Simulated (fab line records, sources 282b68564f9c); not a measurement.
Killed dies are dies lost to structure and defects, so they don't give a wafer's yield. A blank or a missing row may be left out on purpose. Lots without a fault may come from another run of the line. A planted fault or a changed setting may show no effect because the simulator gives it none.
Which tool did it? | flow rit_cmos | 14 lots, 42 wafers sampled, at 2 steps of a route of 202

WHAT THE GAUGES READ, wafer by wafer
The record holds no reading of a measuring or inspecting step that can be judged against a usual standard deviation.

WHICH TOOL RAN EACH LOT (tool, then ch and the chambers of the sampled wafers, then the start)
lot  | RIT_CONTACT_STRIP_12                | RIT_M1_PROBE_99
L372 | plasma_asher-04 ch 0,1, day 3 05:02 | prober-01, day 3 10:31
L373 | plasma_asher-02 ch 0,1, day 3 11:08 | prober-02, day 3 15:52
L374 | plasma_asher-02 ch 0,1, day 3 18:07 | prober-01, day 3 22:55
L375 | plasma_asher-02 ch 0,1, day 3 19:49 | prober-02, day 4 01:43
L379 | plasma_asher-01 ch 0,1, day 4 14:46 | prober-02, day 4 20:31
L382 | plasma_asher-02 ch 0,1, day 5 07:40 | prober-01, day 5 14:50
L384 | plasma_asher-04 ch 0,1, day 5 18:54 | prober-01, day 5 23:44
L388 | plasma_asher-01 ch 0,1, day 6 16:45 | prober-01, day 7 00:06
L391 | plasma_asher-04 ch 0,1, day 7 08:47 | prober-02, day 7 15:03
L390 | plasma_asher-04 ch 0, day 7 10:55   | prober-01, day 7 17:37
L392 | plasma_asher-01 ch 0,1, day 7 14:14 | prober-02, day 7 21:39
L393 | plasma_asher-04 ch 0,1, day 7 23:57 | prober-01, day 8 05:31
L394 | plasma_asher-01 ch 0,1, day 8 02:34 | prober-02, day 8 07:17
L395 | plasma_asher-04 ch 0,1, day 8 14:04 | prober-02, day 8 19:35
- RIT_CONTACT_STRIP_12: strips in O2, time 180 s.
- RIT_M1_PROBE_99

WHAT THE TOOLS THEMSELVES READ (means of the sampled wafers that have a number; where no wafer has one, the mark that the record gives instead)
RIT_CONTACT_STRIP_12. Usual: drypump_motor_current_A 6.0 A, standard deviation 0.33; run_length_s 208.2 s, standard deviation 0.43.
lot  | tool            | drypump_motor_current_A (A) | run_length_s (s) | flag
L372 | plasma_asher-04 | 5.8                         | 208.2            |
L373 | plasma_asher-02 | 5.7                         | 208.0            |
L374 | plasma_asher-02 | 6.0                         | 208.5            |
L375 | plasma_asher-02 | 5.7                         | 209.9            | OFF
L379 | plasma_asher-01 | 6.2                         | 208.5            |
L382 | plasma_asher-02 | 5.7                         | 210.1            | OFF
L384 | plasma_asher-04 | 5.8                         | 208.0            |
L388 | plasma_asher-01 | 6.3                         | 208.2            |
L391 | plasma_asher-04 | 5.8                         | 207.8            |
L390 | plasma_asher-04 | 5.9                         | 208.4            |
L392 | plasma_asher-01 | 6.3                         | 208.5            |
L393 | plasma_asher-04 | 5.8                         | 208.0            |
L394 | plasma_asher-01 | 6.2                         | 208.6            |
L395 | plasma_asher-04 | 5.9                         | 208.1            |

RIT_M1_PROBE_99. Usual: killed_at_front_end 6.6, standard deviation 2.7; killed_dies 6.7, standard deviation 2.7; killed_open 3.3, standard deviation 1.9; killed_short 3.4, standard deviation 1.9.
lot  | tool      | killed_at_front_end | killed_dies | killed_open | killed_short | flag
L372 | prober-01 | 5.7                 | 5.7         | 3.0         | 2.7          |
L373 | prober-02 | 8.0                 | 8.0         | 5.3         | 2.7          |
L374 | prober-01 | 8.3                 | 8.3         | 5.0         | 3.3          |
L375 | prober-02 | 4.3                 | 4.3         | 2.7         | 1.7          |
L379 | prober-02 | 5.0                 | 5.0         | 2.0         | 2.7          |
L382 | prober-01 | 6.0                 | 6.0         | 3.3         | 2.7          |
L384 | prober-01 | 9.3                 | 9.3         | 3.7         | 5.7          |
L388 | prober-01 | 4.0                 | 4.0         | 2.0         | 2.0          |
L391 | prober-02 | 7.3                 | 7.3         | 3.3         | 4.0          |
L390 | prober-01 | 4.7                 | 4.7         | 2.7         | 2.0          |
L392 | prober-02 | 9.7                 | 9.7         | 3.7         | 6.0          |
L393 | prober-01 | 5.3                 | 5.3         | 2.3         | 3.0          |
L394 | prober-02 | 5.3                 | 5.3         | 2.7         | 2.7          |
L395 | prober-02 | 9.0                 | 9.0         | 4.0         | 5.0          |

THE ANSWER, worked out from the rows above alone
Rule: a lot is off if the mean of its wafers that have a number lies more than 3 standard deviations from the usual mean. A lot without any number at a reading at which 4 lots or more have one is off too. The other lots that the step has rows for count as sound. The gauges are gone through in route order, then the tools' own readings, and for those a lot's mean is taken as printed above. The first step at which some lot is off is used, and at that step the reading that is off furthest; a lot without a number counts as furthest.
Off: L375, L382, at RIT_CONTACT_STRIP_12 (run_length_s).
A tool fits if, at that step or a process step before it, it ran every lot that is off, and no sound lot after the first of them. One fits: plasma_asher-02 at RIT_CONTACT_STRIP_12. Its last sound lot is L374 (day 3 18:07), its first lot that is off L375 (day 3 19:49): a fault that began between those two fits.
The tool's own readings at RIT_CONTACT_STRIP_12 bear it out: on the lots that are off they differ by more than 5 times the standard deviation of the sound lots' means. run_length_s reads 210.0 s there against 208.2 s on the sound lots.

WHAT THE SIMULATOR HAD PUT IN
Process parameter drift: plasma_asher-02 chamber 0, from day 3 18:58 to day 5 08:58, at RIT_CONTACT_STRIP_12. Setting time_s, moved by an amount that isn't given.
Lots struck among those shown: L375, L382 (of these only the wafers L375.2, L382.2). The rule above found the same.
